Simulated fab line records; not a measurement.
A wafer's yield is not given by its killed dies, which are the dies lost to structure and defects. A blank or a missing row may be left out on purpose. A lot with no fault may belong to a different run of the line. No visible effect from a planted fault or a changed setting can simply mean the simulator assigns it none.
Problem report in the 8D (eight disciplines) form, filled by code ; flow berkeley cmos170 ; the parts of the form that need people (team, actions taken, sign-off) are left out

## 1. PROBLEM STATEMENT
Wafers free of any fault read 1031.6 ohm/sq (standard deviation 2.7) for PLDD_RS at UCB170_SDANNEAL_RS_MEAS_04, against a mean of 1053.0 ohm/sq on 6 wafers of 2 lots. That is +7.9 standard deviations from the usual mean.
The step: measures by four-point-probe.
Seen first at day 11 22:11 on film metro-02, wafer L605.2. The record holds 42 wafers of 14 lots with a number at this step. Rule for "out", or "out of limits": more than 4 standard deviations from the usual mean. All remaining wafers that have a number are taken as sound.

## 2. WHAT IT IS AND WHAT IT IS NOT
question;is;is not
which readings at this step;PLDD_RS;-
which lots;L603, L605;L588, L589, L592, L594, L595, L596, L597, L598, L604, L606, L607, L611
which wafers of those lots;all that have a number;-
read on which gauges;film metro-02, film metro-04;film metro-03
when;from day 11 22:11;"up to then (24 sound wafers); but 12 sound wafers of L604, L606, L607, L611 came after"

## 3. WHAT RULES OUT EACH SUSPECT
Counting: any tool at a process step up to the reading is kept as a suspect provided that every lot that is out went through it and no sound lot did after the first of them.
- ruled out: the gauge at UCB170_SDANNEAL_RS_MEAS_04. Those wafers that are out were read across 2 gauges (film metro-02, film metro-04).
- implanter-03 at UCB170_PLDD_IMPLANT_08: kept. All lots that are out passed through it, beginning with L605 at day 11 04:56, and no sound lot followed; its final sound lot before that point was L598 at day 9 19:46. On those wafers its own readings are out: dose ions cm2.
The count leaves implanter-03 at UCB170_PLDD_IMPLANT_08.

## 4. THE CAUSE (what the simulator had put in)
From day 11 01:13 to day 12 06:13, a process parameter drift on implanter-03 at UCB170_PLDD_IMPLANT_08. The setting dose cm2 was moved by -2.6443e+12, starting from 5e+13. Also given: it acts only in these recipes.
This tool alone remained once counting was done.

## 5. THE EFFECT CHAIN, in route order
Each row: a reading whose mean over the struck wafers that have a number lies more than 3 standard deviations from the usual. Only readings whose record carries a usual standard deviation are examined. hours: median over the lots of the time between each lot's start at the first step of this table that gives one and its start at this step. sigmas: the change, counted in usual standard deviations.
hours;step;reading;usual;on struck wafers;change;sigmas
0;UCB170_PLDD_IMPLANT_08;dose ions cm2;5e+13;5e+13;-3e+12;-45
17;UCB170_SDANNEAL_RS_MEAS_04;PLDD_RS;1031.6 ohm/sq;1053.0;+21.4;+7.9
It contains these process steps:
- UCB170_PLDD_IMPLANT_08

## 6. WHAT WOULD HAVE CAUGHT IT SOONER
The first out-of-limits reading at a measuring or inspecting step in this record came at day 11 22:11, 21 hours after the fault's start at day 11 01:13.
Tool's own readings at UCB170_PLDD_IMPLANT_08, dose ions cm2: out on all struck wafers the step has rows for; an alarm limit on them would have tripped on the first.
The start of UCB170_PLDD_IMPLANT_08 on implanter-03 came by day 11 22:11 for every one of the lots that are out (2). A hold on the tool at that time would have spared none of them.
